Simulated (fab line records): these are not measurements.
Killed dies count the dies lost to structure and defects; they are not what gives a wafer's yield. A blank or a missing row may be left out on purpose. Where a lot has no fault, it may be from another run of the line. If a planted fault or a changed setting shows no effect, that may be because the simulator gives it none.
Problem report, 8D (eight disciplines) form, completed by code    flow berkeley-cmos170    the parts of the form that need people (team, actions taken, sign-off) are left out

## 1. THE PROBLEM
At UCB170_V2_STRIP_15, strip-time-to-endpoint-s averages 16.25 s over 6 wafers from 2 lots, while fault-free wafers read 15.33 s, standard deviation 0.12. Measured from the usual mean, that is +7.7 standard deviations.
The step: strips in O2.
First seen on wafer L976.1, day 12 13:32, on plasma-asher-04. At this step, 42 wafers from 14 lots have a number in the record. The rule behind "out" and "out of limits": a value lying over 4 standard deviations away from the usual mean. The other wafers with a number count as sound.

## 2. WHAT IT IS; WHAT IT IS NOT
question                     is                        is not
which readings at this step  strip-time-to-endpoint-s  drypump-motor-current-A, oes-product-au
which lots                   L976, L978                L959, L960, L961, L963, L964, L965, L966, L967, L968, L979, L980, L982
which wafers of those lots   all that have a number    -
read on which tools          plasma-asher-04           plasma-asher-01, plasma-asher-03
when                         from day 12 13:32         up to then (27 sound wafers); but 9 sound wafers of L979, L980, L982 came after

## 3. WHAT RULES OUT EACH SUSPECT
Counting: a tool stays on the suspect list if, at a process step up to the reading, it processed all lots that are out and no sound lot following the first of them.
- rie-diel-02 at UCB170_V2_ETCH_14 (etches SiO2 in CHF3/CF4/Ar, stops on Al, target depth 1250 nm, time 291 s): kept. It processed each lot that is out, first L976 at day 12 13:22, and no sound lot thereafter; up to then, the last sound lot it processed was L967 at day 10 10:02.
- plasma-asher-04 at UCB170_V2_STRIP_15 (strips in O2): ruled out as a lasting fault. Following L976 (day 12 13:32), the first lot on it that is out, the sound lots L980 were run on it.
After counting, what remains is rie-diel-02 at UCB170_V2_ETCH_14.

## 4. THE CAUSE (what the simulator had put in)
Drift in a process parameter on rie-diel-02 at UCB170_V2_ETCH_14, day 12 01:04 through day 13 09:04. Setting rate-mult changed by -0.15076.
After counting, this tool was the only one left.

## 5. SEQUENCE OF EFFECTS, ordered by route
Each row: a reading whose mean over the struck wafers that have a number lies more than 3 standard deviations from the usual. Only readings whose record carries a usual standard deviation are examined. hours: median over the lots of the time between each lot's start at the first step of this table that gives one and its start at this step. sigmas: the change, counted in usual standard deviations.
hours  step                reading                   usual    on struck wafers  change  sigmas
0      UCB170_V2_STRIP_15  strip-time-to-endpoint-s  15.33 s  16.25             +0.92   +7.7
Process steps it contains:
- UCB170_V2_STRIP_15: strips in O2.

## 6. WHAT WOULD HAVE CAUGHT IT SOONER
In this record no reading fell out of limits until day 12 13:32, 12 hours after the fault had begun at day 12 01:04.
No tool reading at UCB170_V2_ETCH_14 that has a usual standard deviation in the record was out on any struck wafer, so an alarm limit of 4 standard deviations on those readings would not have fired.
Lots out: 2; of these, L978 started UCB170_V2_ETCH_14 on rie-diel-02 after day 12 13:32. Had the tool been put on hold then, it would have been spared.
